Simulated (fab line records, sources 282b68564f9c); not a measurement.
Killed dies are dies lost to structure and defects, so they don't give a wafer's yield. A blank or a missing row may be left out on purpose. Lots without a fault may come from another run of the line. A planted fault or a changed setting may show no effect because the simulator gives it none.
A struck lot beside a sound one | flow rit_cmos | 17 steps out of a route of 202
Sound: wafers L328.1, L328.2, L328.3. Struck: wafers L339.1, L339.4, L339.5. The cause comes at the end.
At each step with rows: each side's tool, then ch and its chambers, then its first start. Under that, the readings that differ: sound wafers | struck wafers | difference of the means | sigmas: that difference in standard deviations of wafers without a fault.
alike: readings whose means differ by less than 2 such deviations, and words and numbers that are the same on both sides. not compared: withheld readings, readings that some wafer has no value for, bounds like >300 that may hide the same value, and numbers for which the record gives no deviation and whose values overlap.
The two part at a step that has a row with sigmas, a row that says differs or no value, or rows on one side only. Numbers that don't overlap but have no deviation are shown without sigmas and don't part them. A reading that every wafer of one side lacks parts them only if that side has two wafers or more.

first, 2 steps without rows for these wafers: RIT_NRETRO_HARDBAKE_07 (time 120 s); RIT_NRETRO_IMPLANT_08.
RIT_NRETRO_STRIP_09: strips in O2, time 180 s.
  sound on plasma_asher-01 ch 0,1, day 3 19:34; struck on plasma_asher-03 ch 0,1, day 6 01:24
  alike: drypump_motor_current_A
  not compared: rf_hours_counter_h
RIT_NRETRO_TW_MEAS_10:
  sound on film_metro-01, day 3 19:44; struck on film_metro-02, day 6 01:34
  reading   | sound          | struck         | difference | sigmas
  NRETRO_TW | 1073 1073 1070 | 1056 1054 1054 | -17        | -3
then, 6 steps without rows for these wafers: RIT_PRETRO_HMDS_00 (prime time 60 s); RIT_PRETRO_COAT_01 (resist thk 1300 nm); RIT_PRETRO_SOFTBAKE_02 (time 60 s); RIT_PRETRO_EXPOSE_03 (exposes mask M5, target cd 43700 nm); RIT_PRETRO_PEB_04; RIT_PRETRO_DEVELOP_05 (develop time 68 s).
RIT_PRETRO_OVL_MEAS_06:
  sound on overlay-02, day 3 20:57; struck on overlay-01, day 6 02:45
  alike: PRETRO_OVL
then, 1 step without rows for these wafers: RIT_PRETRO_HARDBAKE_07 (time 120 s).
RIT_PRETRO_IMPLANT_08:
  sound on implanter-03 ch 0, day 3 21:15; struck on implanter-02 ch 0, day 6 03:10
  reading            | sound                            | struck                        | difference | sigmas
  dose_ions_cm2      | 1.1978e+13 1.1982e+13 1.2006e+13 | 6.616e+12 6.586e+12 6.601e+12 | -5.388e+12 | -99 or more
  faraday_current_uA | 38.3 37.6 38.2                   | 21.0 21.2 20.6                | -17.1      | -23
RIT_PRETRO_STRIP_09: strips in O2, time 180 s.
  sound on plasma_asher-04 ch 0,1, day 3 21:24; struck on plasma_asher-04 ch 0,1, day 6 03:19
  alike: drypump_motor_current_A
  not compared: rf_hours_counter_h
RIT_PRETRO_TW_MEAS_10:
  sound on film_metro-02, day 3 21:34; struck on film_metro-04, day 6 03:30
  reading   | sound       | struck      | difference | sigmas
  PRETRO_TW | 479 480 477 | 392 393 393 | -86        | -25
then, 1 step without rows for these wafers: RIT_GATE_WET_ETCH_00 (etches SiO2 in BOE, target depth 56 nm, time 60 s).
RIT_M1_PROBE_99:
  sound on prober-02, day 6 08:16; struck on prober-01, day 7 10:44
  reading                                    | sound                | struck               | difference | sigmas
  model.etest.nmos_0p3.r_on_ohm_um           | 2125 2172 2101       | 1937 1949 1920       | -197       |
  model.etest.nmos_0p15.r_on_ohm_um          | 1128 1176 1090       | 1034 1048 1006       | -102       |
  model.etest.nmos_turned.drive_ua_um        | 326.1 324.1 329.4    | 395.6 407.7 411.6    | +78.4      |
  model.etest.nmos_0p15.drive_ua_um          | 463.5 453.5 472      | 525.7 531.1 536      | +67.9      |
  model.etest.nmos_0p3.drive_ua_um           | 226.7 225.9 229.6    | 267.5 265.8 267      | +39.4      |
  model.etest.nmos_narrow.drive_ua_um        | 229.7 231.1 232.2    | 264.1 264.9 265.5    | +33.8      |
  model.etest.nmos_0p15.off_log10_a_um       | -10.43 -10.41 -10.2  | -8.821 -8.698 -8.347 | +1.725     |
  model.etest.retro_edge_nmos.off_log10_a_um | -10.23 -10.35 -10.13 | -8.781 -8.496 -8.232 | +1.734     |
  alike: killed_at_contacts, killed_at_front_end, killed_dies, killed_on_rim, killed_open, killed_short

WHERE THEY PART
First at RIT_NRETRO_TW_MEAS_10; last, within this record, at RIT_PRETRO_TW_MEAS_10. Later steps at which nothing parts them and some readings are alike: RIT_M1_PROBE_99.

WHY: what the simulator had put in
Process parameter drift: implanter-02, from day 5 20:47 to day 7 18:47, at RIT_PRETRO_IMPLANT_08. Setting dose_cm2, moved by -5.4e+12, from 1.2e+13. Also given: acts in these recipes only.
